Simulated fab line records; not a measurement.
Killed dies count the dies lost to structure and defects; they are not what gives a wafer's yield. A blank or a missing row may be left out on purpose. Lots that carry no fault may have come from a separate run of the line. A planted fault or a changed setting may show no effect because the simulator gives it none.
A single fault, viewed from 2 desks / flow rit cmos / each desk holds nothing but its own numbers, with what lay behind them at the end

## DESK OF THE TOOL OWNER: rie si-01
The tool's own readings at RIT_GATE_ETCH_19 (etches poly-Si in SF6/CHF3/O2, stops on SiO2, time 165 s, target depth 312.5 nm): means of the sampled wafers that have a number, for each lot that ran on this tool. If a lot's mean is further than 4 standard deviations from the usual mean, the lot is out of limits and carries the mark OUT (the distance appears in the brackets).
Columns: A = drypump motor current A at RIT_GATE_ETCH_19, usual 5.5 A; B = he backside leak sccm at RIT_GATE_ETCH_19, usual 2.62 sccm; C = oes product au at RIT_GATE_ETCH_19, usual 0.844 a.u.; D = throttle valve pct at RIT_GATE_ETCH_19, usual 10.23 %
lot=L845; first seen here=day 2 12:20; A=5.5; B=2.68; C=0.842; D=10.14
lot=L857; first seen here=day 5 00:59; A=5.5; B=2.61; C=0.762 (-8.2) OUT; D=10.28
lot=L859; first seen here=day 5 12:41; A=5.5; B=2.47; C=0.758 (-8.6) OUT; D=10.13
Finding of this desk: L857, L859 out of limits; the first was L857 at day 5 00:59, on oes product au at RIT_GATE_ETCH_19. Within limits: L845.

## METROLOGY DESK
What the gauges read, lot by lot, whatever tool the lot ran on: means of the sampled wafers that have a number. If a lot's mean is further than 4 standard deviations from the usual mean, the lot is out of limits and carries the mark OUT (the distance appears in the brackets).
Columns: A = GATE_OXIDE_THK at RIT_GATE_THK_MEAS_07, usual 3.03 nm; B = GATE_POLY_THK at RIT_GATE_THK_MEAS_09, usual 249.9 nm; C = cd nm at RIT_GATE_CD_MEAS_16, usual 152.3 nm; D = GATE_OVL at RIT_GATE_OVL_MEAS_17, usual 1.1 nm
lot=L845; first seen here=day 2 09:26; A=3.02; B=248.3; C=150.1; D=1.9
lot=L848; first seen here=day 3 01:39; A=3.02; B=249.1; C=151.5; D=0.3
lot=L857; first seen here=day 4 21:58; A=3.10; B=251.7; C=151.6; D=-0.1
lot=L859; first seen here=day 5 09:38; A=2.98; B=250.9; C=149.7; D=-0.4
lot=L864; first seen here=day 6 10:13; A=3.06; B=250.4; C=154.9; D=3.1
lot=L866; first seen here=day 6 20:30; A=3.07; B=249.5; C=150.7; D=0.0
Finding of this desk: none of the 6 lots has anything out of limits.

## BROUGHT TOGETHER
An alarm could have come from the tool owner's desk at day 5 00:59, on L857, L859.
From the metrology desk's view, nothing was out of limits.
The metrology desk has L857, L859 on record, within its limits.
RIT_GATE_ETCH_19 was run on rie si-01 by each of the lots named.

## WHAT THE SIMULATOR HAD INSERTED
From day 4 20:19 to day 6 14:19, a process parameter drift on rie si-01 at RIT_GATE_ETCH_19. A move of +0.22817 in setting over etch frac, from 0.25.
Lots struck among those shown: L857, L859.
How many hours passed from the start of the fault until each desk's first out-of-limits reading: the tool owner's desk, 5.
